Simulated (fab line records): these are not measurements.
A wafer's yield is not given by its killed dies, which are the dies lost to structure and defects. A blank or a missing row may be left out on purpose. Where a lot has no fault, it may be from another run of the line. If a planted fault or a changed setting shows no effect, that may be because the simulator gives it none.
Comparing a struck lot with a sound one :: flow berkeley_cmos170 :: 19 out of 331 route steps
Sound: these wafers, L195.1, L195.3, L195.5. Struck: wafers L206.2, L206.4. (L206.6 of the same lot was not struck and is left out.) The cause comes at the end.
Order at every step that has rows: each side's tool, ch and its chambers, its first start. Under that, the readings that differ: sound wafers :: struck wafers :: difference of the means :: sigmas: that difference in standard deviations of wafers without a fault.
alike: words and numbers the same on both sides, and readings whose means are apart by under 2 such deviations; not compared: readings that were withheld, readings missing a value for some wafer, numbers with overlapping values and no deviation given by the record, and bounds like >300 which may hide the same value.
The two part at a step that has a row with sigmas, a row that says differs or no value, or rows on one side only. When numbers do not overlap yet have no deviation, they are printed without sigmas and do not part them. Lack of a reading on every wafer of one side parts them only where that side has two or more wafers.

first, 5 steps without rows for these wafers: UCB170_NLDD_COAT_01 (resist thk 900 nm); UCB170_NLDD_SOFTBAKE_02 (time 60 s); UCB170_NLDD_EXPOSE_03 (exposes mask NSELECT, target cd 1200 nm); UCB170_NLDD_PEB_04; UCB170_NLDD_DEVELOP_05 (develop time 45 s).
UCB170_NLDD_CD_MEAS_06: target cd 1200 nm.
  sound on cd_sem-01, day 9 02:10; struck on cd_sem-01, day 11 08:19
  alike: cd_nm
UCB170_NLDD_OVL_MEAS_07:
  sound on overlay-01, day 9 02:17; struck on overlay-01, day 11 08:26
  alike: NLDD_OVL
then, 2 steps without rows for these wafers: UCB170_NLDD_IMPLANT_08; UCB170_NLDD_IMPLANT_09.
UCB170_NLDD_STRIP_10: strips in O2.
  sound on plasma_asher-03 ch 0,1, day 9 02:37; struck on plasma_asher-04 ch 0,1, day 11 08:46
  alike: drypump_motor_current_A, oes_product_au, strip_time_to_endpoint_s
  not compared: rf_hours_counter_h
UCB170_NLDD_TW_MEAS_11:
  sound on film_metro-04, day 9 02:43; struck on film_metro-02, day 11 08:52
reading: NLDD_TW
sound: 2216 2210 2205
struck: 2256 2240
difference: +38
sigmas: +2
then, 1 step without rows for these wafers: UCB170_NLDD_CLEAN_12 (cleans in SPM, time 600 s).
UCB170_SPACER_CVD_00: deposits SiO2 from TEOS/O2, target thk 376 nm, time 47 s.
  sound on pecvd-03 ch 0,2, day 9 03:10; struck on pecvd-02 ch 0, day 11 09:11
reading: model.SiO2_of_SPACER_CVD_00.thk_nm (nm)
sound: 382.1 384.1 386.4
struck: 420.3 428.6
difference: +40.3
sigmas: 
  alike: heater_power_w, rf_fwd_power_W
UCB170_SPACER_THK_MEAS_01:
  sound on film_metro-01, day 9 03:13; struck on film_metro-02, day 11 09:14
reading: SPACER_TEOS_THK (nm)
sound: 382 384 386
struck: 420 429
difference: +40
sigmas: +7
then, 1 step without rows for these wafers: UCB170_SPACER_ANNEAL_02 (time 1800 s).
UCB170_SPACER_ETCHBACK_03: etches SiO2 in CHF3/CF4/Ar, stops on Si, target depth 376 nm, time 100 s.
  sound on rie_diel-03 ch 0,1,3, day 9 05:46; struck on rie_diel-04 ch 1,3, day 11 14:47
reading: oes_product_au (a.u.)
sound: 0.906 0.912 0.944
struck: 0.957 0.969
difference: +0.042
sigmas: +3

reading: model.etch.depth_nm (nm)
sound: 382.1 384.1 386.4
struck: 418 425
difference: +37
sigmas: 
  alike: drypump_motor_current_A, rf_fwd_power_W, throttle_valve_pct
  not compared: rf_hours_counter_h
UCB170_PSD_HMDS_00: prime time 60 s.
  the record has rows for the sound wafers here (litho_track-01 ch 0, day 9 06:25) and none for the struck ones
UCB170_PSD_COAT_01: resist thk 900 nm.
  the record has rows for the sound wafers here (litho_track-01 ch 0, day 9 06:34) and none for the struck ones
UCB170_M3_PROBE_99:
  sound on prober-01, day 10 16:35; struck on prober-01, day 12 22:20
reading: model.etest.nmos_0p6.r_on_ohm_um
sound: 2346 2372 2388
struck: 2460 2441
difference: +82
sigmas: 

reading: model.etest.nmos_0p35.r_on_ohm_um
sound: 1509 1519 1527
struck: 1590 1591
difference: +72
sigmas: 

reading: model.etest.pplus_sal.width_nm (nm)
sound: 691.3 715.6 685.1
struck: 604.5 604.8
difference: -92.7
sigmas: 

reading: model.etest.nplus_sal.width_nm (nm)
sound: 689.4 719.1 690.4
struck: 598.2 601.2
difference: -99.9
sigmas: 

reading: model.etest.pplus_sal.line_ohm_um
sound: 5.488 5.312 5.47
struck: 58.73 99.73
difference: +73.81
sigmas: 

reading: model.etest.nplus_sal.line_ohm_um
sound: 5.406 5.185 5.406
struck: 44.44 64.09
difference: +48.93
sigmas: 

reading: model.etest.pplus_sal.rs_ohm_sq
sound: 3.787 3.78 3.758
struck: 34.89 59.17
difference: +43.26
sigmas: 

reading: model.etest.nplus_sal.rs_ohm_sq
sound: 3.749 3.756 3.712
struck: 26.57 39.07
difference: +29.08
sigmas: 

## WHERE THEY PART
Last at UCB170_PSD_COAT_01 as far as this record goes, first at UCB170_NLDD_TW_MEAS_11.

WHY: what had been put in by the simulator
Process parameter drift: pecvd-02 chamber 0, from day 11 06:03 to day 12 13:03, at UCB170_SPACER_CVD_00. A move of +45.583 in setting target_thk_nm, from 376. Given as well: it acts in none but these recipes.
